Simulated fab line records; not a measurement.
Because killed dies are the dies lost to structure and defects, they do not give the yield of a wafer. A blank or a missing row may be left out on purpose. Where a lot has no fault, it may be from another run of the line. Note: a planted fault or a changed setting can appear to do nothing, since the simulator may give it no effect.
One fault seen from 2 desks -- flow rit_cmos -- every desk sees just its own numbers, and what lay behind them comes last

== FROM THE METROLOGY DESK ==
Means of the sampled wafers that have a number, per lot and without regard to the tool the lot ran on: this is what the gauges read. If a lot's mean is further than 4 standard deviations from the usual mean, the lot is out of limits and carries the mark OUT (the distance appears in the brackets).
Columns: A = PLDD_TW at RIT_PLDD_TW_MEAS_10, usual 2339; B = NSD_RS at RIT_SDANNEAL_RS_MEAS_05, usual 84.48 ohm/sq; C = cd_nm at RIT_CONTACT_CD_MEAS_08, usual 1000.7 nm; D = M1_OVL at RIT_M1_OVL_MEAS_10, usual -0.3 nm
lot,first seen here,A,B,C,D
L942,day 3 15:43,2350,84.62,998.6,-1.0
L943,day 3 22:54,2344,84.86,1000.7,-0.6
L944,day 4 03:02,2344,84.30,1001.6,0.9
L945,day 4 03:30,2341,84.47,1001.0,0.8
L946,day 4 08:52,2330,84.71,1001.6,0.4
L949,day 4 15:14,2324,84.83,999.7,-0.9
L948,day 4 15:45,2332,84.32,1001.4,-0.6
L950,day 4 19:17,2323,84.57,1000.7,-0.2
L954,day 5 13:30,2353,84.53,1002.2,-0.2
L955,day 5 19:13,2358,84.46,1000.2,-1.8
L958,day 6 07:18,2338,81.97 (-9.6) OUT,1003.1,0.1
L959,day 6 16:47,2333,81.39 (-12) OUT,1003.2,1.6
L960,day 6 20:17,2344,81.87 (-10) OUT,1002.2,0.4
L961,day 7 01:56,2338,84.74,999.1,-0.7
L965,day 7 19:31,2327,84.41,997.9,-1.2
This desk reports L958, L959, L960 out of limits; the earliest was L958 at day 6 13:49 (NSD_RS at RIT_SDANNEAL_RS_MEAS_05). In limits: L942, L943, L944, L945, L946, L949, L948, L950, L954, L955, L961, L965.

== TOOL OWNER'S DESK, implanter-02 ==
The tool's own readings at RIT_NSD_IMPLANT_08, given as means over the sampled wafers that have a number, one for each lot that went through this tool. If a lot's mean is further than 4 standard deviations from the usual mean, the lot is out of limits and carries the mark OUT (the distance appears in the brackets).
Columns: A = dose_ions_cm2 at RIT_NSD_IMPLANT_08, usual 1.0001e+15; B = faraday_current_uA at RIT_NSD_IMPLANT_08, usual 3129
lot,first seen here,A,B
L945,day 4 07:25,9.9953e+14,3145
L955,day 5 22:52,1.0001e+15,3099
L958,day 6 11:03,1.0421e+15 (+32) OUT,3277
L959,day 6 20:24,1.0419e+15 (+32) OUT,3300
L960,day 7 00:14,1.0433e+15 (+33) OUT,3281
Finding of this desk: L958, L959, L960 out of limits; the first was L958 at day 6 11:03, on dose_ions_cm2 at RIT_NSD_IMPLANT_08. In limits: L945, L955.

== BROUGHT TOGETHER ==
The tool owner's desk could have raised an alarm at day 6 11:03, on L958, L959, L960.
At day 6 13:49 the metrology desk could have sounded an alarm, on L958, L959, L960.
RIT_NSD_IMPLANT_08 was run on implanter-02 by each of the lots named.

== WHAT WAS PUT IN BY THE SIMULATOR ==
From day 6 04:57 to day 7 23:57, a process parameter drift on implanter-02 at RIT_NSD_IMPLANT_08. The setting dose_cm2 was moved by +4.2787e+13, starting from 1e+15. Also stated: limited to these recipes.
Struck lots among those shown: L958, L959, L960.
Counting hours from when the fault started, the first reading out of limits came at 6 for the tool owner's desk and at 9 for the metrology desk.
